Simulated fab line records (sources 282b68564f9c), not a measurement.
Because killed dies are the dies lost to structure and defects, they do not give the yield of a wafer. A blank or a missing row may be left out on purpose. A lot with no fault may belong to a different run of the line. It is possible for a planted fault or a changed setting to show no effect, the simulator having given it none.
Which tool was responsible?    flow ritCmos    6 lots, 18 wafers sampled, at 1 step of a route of 202

## WHAT EACH GAUGE READ, for each wafer
RIT_NSD_OVL_MEAS_06.
lot   measured     on          NSD_OVL (nm)
L315  day 3 07:07  overlay-02  -0.6 -0.9 -0.1
L317  day 3 14:23  overlay-02  1.2 1.6 2.2
L328  day 6 04:03  overlay-02  2.4 3.1 1.6
L331  day 6 19:30  overlay-02  0.4 0.3 2.1
L335  day 7 20:01  overlay-02  0.6 1.1 0.0
L336  day 7 22:50  overlay-01  0.7 -0.3 1.7

## WHAT TOOL EACH LOT RAN ON (gives the tool, then ch and the chambers of the sampled wafers, and finally the start)
Before these readings, the record contains no process step.

## THE ANSWER, worked out from the rows above alone
Rule: what is usual is taken from the lots themselves. Put in order of their means at a reading, lots are off if they are a third of the lots or fewer, leave a main group of 4 or more, and stand apart from it by a gap of 3 or more times the standard deviation of the main group's means; of several such gaps the widest counts. If all means in a main group match to the digits the tables above print for the reading, that group is not used. Also off: a lot with no number at a reading for which 4 or more lots have one. The other lots that the step has rows for count as sound.
None of the lots is off at any reading shown; this tells nothing.

## WHAT THE SIMULATOR HAD INSERTED
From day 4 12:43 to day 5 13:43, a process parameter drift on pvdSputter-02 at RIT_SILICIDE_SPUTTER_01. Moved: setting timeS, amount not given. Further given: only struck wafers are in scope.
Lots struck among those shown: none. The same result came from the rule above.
